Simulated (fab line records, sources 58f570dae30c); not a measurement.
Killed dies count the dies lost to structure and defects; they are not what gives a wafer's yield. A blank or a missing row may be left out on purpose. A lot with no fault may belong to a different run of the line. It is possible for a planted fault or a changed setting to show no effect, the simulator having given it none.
One fault seen from 2 desks    flow berkeley_cmos170    only its own numbers are on each desk; what lay behind them is given at the end

## METROLOGY DESK
Means of the sampled wafers that have a number, per lot and without regard to the tool the lot ran on: this is what the gauges read. Any lot whose mean is over 4 standard deviations away from the usual mean is out of limits and marked OUT; that distance is given in the brackets.
Columns: A = M1_AL_RS at UCB170_M1_RS_MEAS_01, usual 0.0485 ohm/sq; B = cd_nm at UCB170_M1_CD_MEAS_09, usual 700.1 nm; C = V2_POLISHED_THK at UCB170_V2_THK_MEAS_04, usual 999.8 nm; D = M3_AL_THK at UCB170_M3_THK_MEAS_03, usual 904 nm
lot   first seen here  A       B      C                D
L397  day 8 06:10      0.0488  700.9  999.8            908
L398  day 8 23:42      0.0492  702.0  1000.1           914
L399  day 9 00:10      0.0476  700.8  998.9            893
L400  day 9 02:00      0.0482  700.5  1000.3           919
L403  day 10 05:07     0.0478  698.4  1000.6           917
L405  day 10 05:27     0.0494  698.8  998.9            902
L402  day 10 07:15     0.0483  700.4  999.3            911
L404  day 10 08:19     0.0488  699.9  999.1            892
L407  day 10 17:11     0.0483  700.1  1000.6           888
L409  day 11 04:09     0.0480  700.0  1000.1           906
L408  day 11 05:46     0.0487  699.1  1000.8           901
L415  day 12 16:53     0.0484  699.5  998.1            902
L417  day 13 06:00     0.0487  701.6  925.2 (-57) OUT  894
L416  day 13 06:37     0.0484  699.7  924.3 (-58) OUT  901
L419  day 13 13:37     0.0487  699.8  926.5 (-56) OUT  913
Per this desk, out of limits: L416, L417, L419; the first was L417, day 13 17:04 (V2_POLISHED_THK at UCB170_V2_THK_MEAS_04). L397, L398, L399, L400, L403, L405, L402, L404, L407, L409, L408, L415: within limits.

## TOOL OWNER'S DESK, cmp-01
The tool's own readings at UCB170_V2_CMP_02 (polishes SiO2): means of the sampled wafers that have a number, for each lot that ran on this tool. Any lot whose mean is over 4 standard deviations away from the usual mean is out of limits and marked OUT; that distance is given in the brackets.
Columns: A = motor_current_A at UCB170_V2_CMP_02, usual 16.6 A; B = platen_rpm at UCB170_V2_CMP_02, usual 60.00 rpm; C = slurry_filter_dp_kPa at UCB170_V2_CMP_02, usual 13.51 kPa
lot   first seen here  A     B      C
L397  day 8 16:05      16.8  60.04  13.50
L398  day 9 08:37      15.1  59.99  13.61
L400  day 9 13:37      16.1  60.00  13.48
L403  day 10 13:59     16.7  59.98  13.57
L409  day 11 13:10     15.4  60.02  13.57
L417  day 13 16:41     17.1  60.00  13.47
L416  day 13 17:01     15.1  59.99  13.56
L419  day 14 02:45     16.1  60.02  13.57
Result from this desk: across the 8 lots, nothing is out of limits.

## TAKEN TOGETHER
On L416, L417, L419, the metrology desk was in a position to raise an alarm at day 13 17:04.
Nothing out of limits was seen by the tool owner's desk.
Tool owner's desk: L416, L417, L419 on record, inside its limits.
All the named lots went through UCB170_V2_CMP_02 on cmp-01.

## WHAT THE SIMULATOR PUT IN
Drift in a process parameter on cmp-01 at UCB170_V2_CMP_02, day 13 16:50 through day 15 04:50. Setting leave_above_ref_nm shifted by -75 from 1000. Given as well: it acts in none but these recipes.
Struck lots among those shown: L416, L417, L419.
Hours from the fault's start to each desk's first reading out of limits: the metrology desk, 0.
